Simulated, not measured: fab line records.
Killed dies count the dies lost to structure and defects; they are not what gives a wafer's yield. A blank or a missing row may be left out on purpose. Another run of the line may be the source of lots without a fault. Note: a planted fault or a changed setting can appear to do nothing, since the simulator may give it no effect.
Which of the tools did it? | flow berkeley-cmos170 | at 1 step of a route of 331, 7 lots with 21 wafers sampled

WHAT EACH GAUGE READ, for each wafer
UCB170_PLDD_OVL_MEAS_07.
lot  | measured     | on         | PLDD_OVL (nm)
L362 | day 7 04:56  | overlay-01 | -2 -6 0
L367 | day 7 23:54  | overlay-01 | -4 -5 -14
L371 | day 8 10:58  | overlay-01 | 0 -2 4
L374 | day 9 13:56  | overlay-01 | 15 2 -1
L373 | day 9 15:13  | overlay-01 | 6 1 0
L381 | day 11 01:34 | overlay-01 | 4 1 1
L382 | day 11 01:54 | overlay-01 | 4 -1 3

WHICH TOOL RAN EACH LOT (tool, then ch and the chambers of the sampled wafers, then the start)
No process step before these readings appears in the record.

THE ANSWER, worked out from the rows above alone
Rule: what is usual is taken from the lots themselves. The widest of any qualifying gaps counts: lots, ordered by their means at a reading, are off when they make up no more than a third of the lots, leave a main group of 4 or more, and stand apart from it by 3 or more times the standard deviation of that group's means. Not used: any main group whose means are identical at the precision the tables above print for the reading. Also off: a lot with no number at a reading for which 4 or more lots have one. All remaining lots with rows at the step are treated as sound.
No lot is off on any of the readings shown, so nothing can be concluded from this.

WHAT THE SIMULATOR HAD PUT IN
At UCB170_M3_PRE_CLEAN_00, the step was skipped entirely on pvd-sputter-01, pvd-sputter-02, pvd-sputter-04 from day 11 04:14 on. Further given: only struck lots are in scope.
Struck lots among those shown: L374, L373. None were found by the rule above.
